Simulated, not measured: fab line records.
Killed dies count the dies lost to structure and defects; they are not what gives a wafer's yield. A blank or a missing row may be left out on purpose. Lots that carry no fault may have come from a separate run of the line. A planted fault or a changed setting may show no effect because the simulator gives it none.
Which tool was responsible? + flow berkeley-cmos170 + 14 lots, 42 wafers sampled, at 6 steps of a route of 331

WHAT EACH GAUGE READ, for each wafer
UCB170_GATE_THK_MEAS_02. Usual: GATE_OXIDE_THK typically reads 6.64 nm, with standard deviation 0.14.
| lot  | measured     | on            | GATE_OXIDE_THK (nm) | flag |
|------|--------------|---------------|---------------------|------|
| L121 | day 5 17:46  | film-metro-02 | 6.86 6.73 6.72      |      |
| L122 | day 5 23:44  | film-metro-04 | 6.64 6.63 6.78      |      |
| L123 | day 5 23:44  | film-metro-02 | 6.71 6.67 6.60      |      |
| L124 | day 6 05:25  | film-metro-02 | 6.44 6.55 6.44      |      |
| L126 | day 6 05:29  | film-metro-04 | 6.40 6.32 6.60      |      |
| L130 | day 7 14:14  | film-metro-02 | 6.99 6.91 6.90      |      |
| L129 | day 7 14:15  | film-metro-04 | 6.71 6.86 6.79      |      |
| L135 | day 8 17:26  | film-metro-04 | 6.51 6.48 6.50      |      |
| L136 | day 9 11:07  | film-metro-04 | 6.55 6.66 6.57      |      |
| L138 | day 9 18:59  | film-metro-01 | 6.61 6.63 6.61      |      |
| L137 | day 9 19:00  | film-metro-02 | 6.62 6.57 6.64      |      |
| L141 | day 10 05:13 | film-metro-01 | 6.30 6.36 6.49      |      |
| L143 | day 10 13:38 | film-metro-02 | 6.88 6.75 6.84      |      |
| L144 | day 11 13:21 | film-metro-02 | 6.71 6.77 6.69      |      |

UCB170_PLDD_TW_MEAS_11. Usual: PLDD_TW typically reads 1014, with standard deviation 7.7.
| lot  | measured     | on            | PLDD_TW        | flag |
|------|--------------|---------------|----------------|------|
| L121 | day 6 03:14  | film-metro-03 | 1014 1015 1019 |      |
| L122 | day 6 10:14  | film-metro-04 | 1017 1018 1013 |      |
| L123 | day 6 09:59  | film-metro-03 | 1016 1023 1016 |      |
| L124 | day 6 14:34  | film-metro-02 | 1011 1012 1007 |      |
| L126 | day 6 14:22  | film-metro-04 | 1020 1026 1022 |      |
| L130 | day 8 04:28  | film-metro-04 | 962 963 962    | OFF  |
| L129 | day 8 04:43  | film-metro-02 | 1005 999 1008  |      |
| L135 | day 9 05:49  | film-metro-02 | 950 948 948    | OFF  |
| L136 | day 9 20:53  | film-metro-02 | 1002 1006 1004 |      |
| L138 | day 10 05:24 | film-metro-04 | 1025 1026 1025 |      |
| L137 | day 10 05:10 | film-metro-03 | 1016 1019 1017 |      |
| L141 | day 10 17:35 | film-metro-03 | 1018 1017 1017 |      |
| L143 | day 10 23:48 | film-metro-02 | 1013 1011 1011 |      |
| L144 | day 11 23:35 | film-metro-02 | 1011 1011 1013 |      |

UCB170_SDANNEAL_RS_MEAS_04: measures by four-point-probe. Usual: PLDD_RS typically reads 1029.5 ohm/sq, with standard deviation 2.7.
| lot  | measured     | on            | PLDD_RS (ohm/sq)     | flag |
|------|--------------|---------------|----------------------|------|
| L121 | day 6 11:32  | film-metro-04 | 1031.6 1027.8 1026.4 |      |
| L122 | day 6 22:00  | film-metro-04 | 1027.0 1029.2 1030.2 |      |
| L123 | day 6 21:47  | film-metro-02 | 1029.7 1025.1 1026.6 |      |
| L124 | day 7 02:07  | film-metro-03 | 1031.5 1030.0 1034.5 |      |
| L126 | day 7 01:55  | film-metro-04 | 1021.4 1024.4 1024.7 |      |
| L130 | day 8 16:33  | film-metro-04 | 1183.8 1181.3 1184.6 | OFF  |
| L129 | day 8 16:58  | film-metro-03 | 1031.8 1033.8 1032.0 |      |
| L135 | day 9 20:16  | film-metro-04 | 1188.4 1190.2 1191.2 | OFF  |
| L136 | day 10 08:42 | film-metro-04 | 1034.0 1032.0 1030.3 |      |
| L138 | day 10 18:32 | film-metro-03 | 1028.1 1028.9 1028.4 |      |
| L137 | day 10 18:03 | film-metro-03 | 1031.3 1032.3 1030.1 |      |
| L141 | day 11 09:56 | film-metro-02 | 1031.2 1031.0 1030.5 |      |
| L143 | day 11 11:02 | film-metro-02 | 1028.6 1031.7 1031.5 |      |
| L144 | day 12 16:00 | film-metro-02 | 1031.2 1026.2 1034.3 |      |

TOOL THAT RAN EACH LOT (tool first, then ch and the chambers of the sampled wafers, then the start)
| lot  | UCB170_PVT_STRIP_08                  | UCB170_GATE_ETCH_14                | UCB170_PLDD_IMPLANT_09          |
|------|--------------------------------------|------------------------------------|---------------------------------|
| L121 | plasma-asher-04 ch 0,1, day 5 13:03  | rie-diel-03 ch 1,2,3, day 6 01:12  | implanter-01 ch 0, day 6 03:01  |
| L122 | plasma-asher-02 ch 0,1, day 5 19:26  | rie-diel-02 ch 2,3, day 6 08:01    | implanter-03 ch 0, day 6 10:01  |
| L123 | plasma-asher-02 ch 1, day 5 19:40    | rie-diel-03 ch 0,1, day 6 07:45    | implanter-01 ch 0, day 6 09:45  |
| L124 | plasma-asher-03 ch 0,1, day 5 23:57  | rie-diel-02 ch 0,2,3, day 6 12:19  | implanter-03 ch 0, day 6 14:19  |
| L126 | plasma-asher-04 ch 0,1, day 6 00:26  | rie-diel-04 ch 0,2, day 6 12:13    | implanter-01 ch 0, day 6 14:07  |
| L130 | plasma-asher-03 ch 0,1, day 7 07:41  | rie-diel-02 ch 1,2,3, day 8 02:25  | implanter-01 ch 0, day 8 04:13  |
| L129 | plasma-asher-04 ch 0,1, day 7 07:58  | rie-diel-04 ch 1,3, day 8 02:41    | implanter-03 ch 0, day 8 04:29  |
| L135 | plasma-asher-02 ch 0,1, day 8 12:17  | rie-diel-02 ch 0,1,2, day 9 03:29  | implanter-01 ch 0, day 9 05:36  |
| L136 | plasma-asher-03 ch 0,1, day 9 06:15  | rie-diel-03 ch 0,3, day 9 19:01    | implanter-02 ch 0, day 9 20:38  |
| L138 | plasma-asher-02 ch 1, day 9 12:44    | rie-diel-04 ch 0,3, day 10 03:17   | implanter-03 ch 0, day 10 05:09 |
| L137 | plasma-asher-03 ch 0,1, day 9 12:49  | rie-diel-02 ch 0,1,3, day 10 02:55 | implanter-02 ch 0, day 10 04:56 |
| L141 | plasma-asher-02 ch 0,1, day 9 23:34  | rie-diel-03 ch 2,3, day 10 14:03   | implanter-02 ch 0, day 10 17:19 |
| L143 | plasma-asher-04 ch 0,1, day 10 09:40 | rie-diel-03 ch 2,3, day 10 21:32   | implanter-03 ch 0, day 10 23:35 |
| L144 | plasma-asher-03 ch 0,1, day 11 04:53 | rie-diel-04 ch 0,1,2, day 11 21:11 | implanter-02 ch 0, day 11 23:22 |
- UCB170_PVT_STRIP_08: strips in O2.
- UCB170_GATE_ETCH_14: etches BARC in N2/H2.
- UCB170_PLDD_IMPLANT_09

WHAT THE TOOLS THEMSELVES READ (means of the sampled wafers that have a number; where no wafer has one, the mark that the record gives instead)
UCB170_PVT_STRIP_08. Usual: drypump-motor-current-A 5.8 A, standard deviation 0.57; oes-product-au 0.734 a.u., standard deviation 0.0044; strip-time-to-endpoint-s 21.66 s, standard deviation 0.061.
| lot  | tool            | drypump-motor-current-A (A) | oes-product-au (a.u.) | strip-time-to-endpoint-s (s) | flag |
|------|-----------------|-----------------------------|-----------------------|------------------------------|------|
| L121 | plasma-asher-04 | 5.9                         | 0.729                 | 21.67                        |      |
| L122 | plasma-asher-02 | 6.1                         | 0.732                 | 21.60                        |      |
| L123 | plasma-asher-02 | 6.5                         | 0.733                 | 21.57                        |      |
| L124 | plasma-asher-03 | 6.0                         | 0.737                 | 21.63                        |      |
| L126 | plasma-asher-04 | 5.9                         | 0.735                 | 21.68                        |      |
| L130 | plasma-asher-03 | 6.0                         | 0.737                 | 21.79                        |      |
| L129 | plasma-asher-04 | 5.9                         | 0.736                 | 21.65                        |      |
| L135 | plasma-asher-02 | 5.7                         | 0.733                 | 21.63                        |      |
| L136 | plasma-asher-03 | 6.0                         | 0.730                 | 21.58                        |      |
| L138 | plasma-asher-02 | 6.5                         | 0.735                 | 21.61                        |      |
| L137 | plasma-asher-03 | 6.0                         | 0.737                 | 21.71                        |      |
| L141 | plasma-asher-02 | 6.1                         | 0.737                 | 21.64                        |      |
| L143 | plasma-asher-04 | 5.9                         | 0.730                 | 21.65                        |      |
| L144 | plasma-asher-03 | 5.9                         | 0.732                 | 21.67                        |      |

UCB170_GATE_ETCH_14. Usual: drypump-motor-current-A 5.8 A, standard deviation 0.55; oes-product-au 0.985 a.u., standard deviation 0.018; rf-fwd-power-W 494.2 W, standard deviation 2.7; throttle-valve-pct 13.12 %, standard deviation 0.15.
| lot  | tool        | drypump-motor-current-A (A) | oes-product-au (a.u.) | rf-fwd-power-W (W) | throttle-valve-pct (%) | flag |
|------|-------------|-----------------------------|-----------------------|--------------------|------------------------|------|
| L121 | rie-diel-03 | 5.5                         | 0.988                 | 494.7              | 13.10                  |      |
| L122 | rie-diel-02 | 5.6                         | 0.962                 | 496.5              | 13.06                  |      |
| L123 | rie-diel-03 | 5.2                         | 0.975                 | 493.2              | 13.00                  |      |
| L124 | rie-diel-02 | 5.9                         | 0.973                 | 492.5              | 13.13                  |      |
| L126 | rie-diel-04 | 6.1                         | 0.982                 | 493.9              | 13.10                  |      |
| L130 | rie-diel-02 | 5.9                         | 0.982                 | 495.6              | 13.16                  |      |
| L129 | rie-diel-04 | 6.1                         | 0.983                 | 497.4              | 13.11                  |      |
| L135 | rie-diel-02 | 6.2                         | 0.997                 | 493.4              | 13.24                  |      |
| L136 | rie-diel-03 | 5.2                         | 0.975                 | 490.8              | 13.02                  |      |
| L138 | rie-diel-04 | 5.7                         | 0.976                 | 493.0              | 13.37                  |      |
| L137 | rie-diel-02 | 6.3                         | 0.989                 | 494.8              | 13.12                  |      |
| L141 | rie-diel-03 | 5.8                         | 0.993                 | 494.7              | 13.04                  |      |
| L143 | rie-diel-03 | 5.8                         | 0.984                 | 495.1              | 13.03                  |      |
| L144 | rie-diel-04 | 6.2                         | 0.992                 | 493.8              | 13.08                  |      |

UCB170_PLDD_IMPLANT_09. Usual: dose-ions-cm2 5e+13, standard deviation 5.7e+10; faraday-current-uA 154, standard deviation 7.1.
| lot  | tool         | dose-ions-cm2 | faraday-current-uA | flag |
|------|--------------|---------------|--------------------|------|
| L121 | implanter-01 | 5e+13         | 148                |      |
| L122 | implanter-03 | 5e+13         | 157                |      |
| L123 | implanter-01 | 5e+13         | 143                |      |
| L124 | implanter-03 | 5e+13         | 158                |      |
| L126 | implanter-01 | 5e+13         | 142                |      |
| L130 | implanter-01 | 3e+13         | 109                | OFF  |
| L129 | implanter-03 | 5e+13         | 159                |      |
| L135 | implanter-01 | 3e+13         | 106                | OFF  |
| L136 | implanter-02 | 5e+13         | 160                |      |
| L138 | implanter-03 | 5e+13         | 158                |      |
| L137 | implanter-02 | 5e+13         | 159                |      |
| L141 | implanter-02 | 5e+13         | 162                |      |
| L143 | implanter-03 | 5e+13         | 158                |      |
| L144 | implanter-02 | 5e+13         | 160                |      |

THE ANSWER, worked out from the rows above alone
Rule: lot off if the mean of its wafers having a number is beyond 3 standard deviations from the usual mean. Also off: a lot with no number at a reading for which 4 or more lots have one. The other lots that the step has rows for count as sound. Order of review: gauges by route order, followed by the tools' own readings, for which a lot's mean as printed above is used. At the first step where some lot is off, the reading lying furthest off is the one used; lots without a number count as furthest.
Off: L130, L135, at UCB170_PLDD_TW_MEAS_11 (PLDD_TW).
A tool fits if, at a process step before that reading, it ran every lot that is off, and no sound lot after the first of them. The gauges at UCB170_PLDD_TW_MEAS_11 aren't tried: what is off there is off at UCB170_PLDD_IMPLANT_09 too, on other tools, and a gauge's error can't cause that. One fits: implanter-01 at UCB170_PLDD_IMPLANT_09. Its last sound lot is L126 (day 6 14:07), its first lot that is off L130 (day 8 04:13): a fault that began between those two fits.
The tool's own readings at UCB170_PLDD_IMPLANT_09 bear it out: on the lots that are off they differ by more than 5 times the standard deviation of the sound lots' means. dose-ions-cm2 reads 3e+13 there against 5e+13 on the sound lots; faraday-current-uA reads 108 there against 155 on the sound lots.

WHAT THE SIMULATOR PUT IN
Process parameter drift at UCB170_PLDD_IMPLANT_09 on implanter-01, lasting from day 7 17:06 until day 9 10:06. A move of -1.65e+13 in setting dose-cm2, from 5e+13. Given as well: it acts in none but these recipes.
Lots struck among those shown: L130, L135. The rule above found the same.
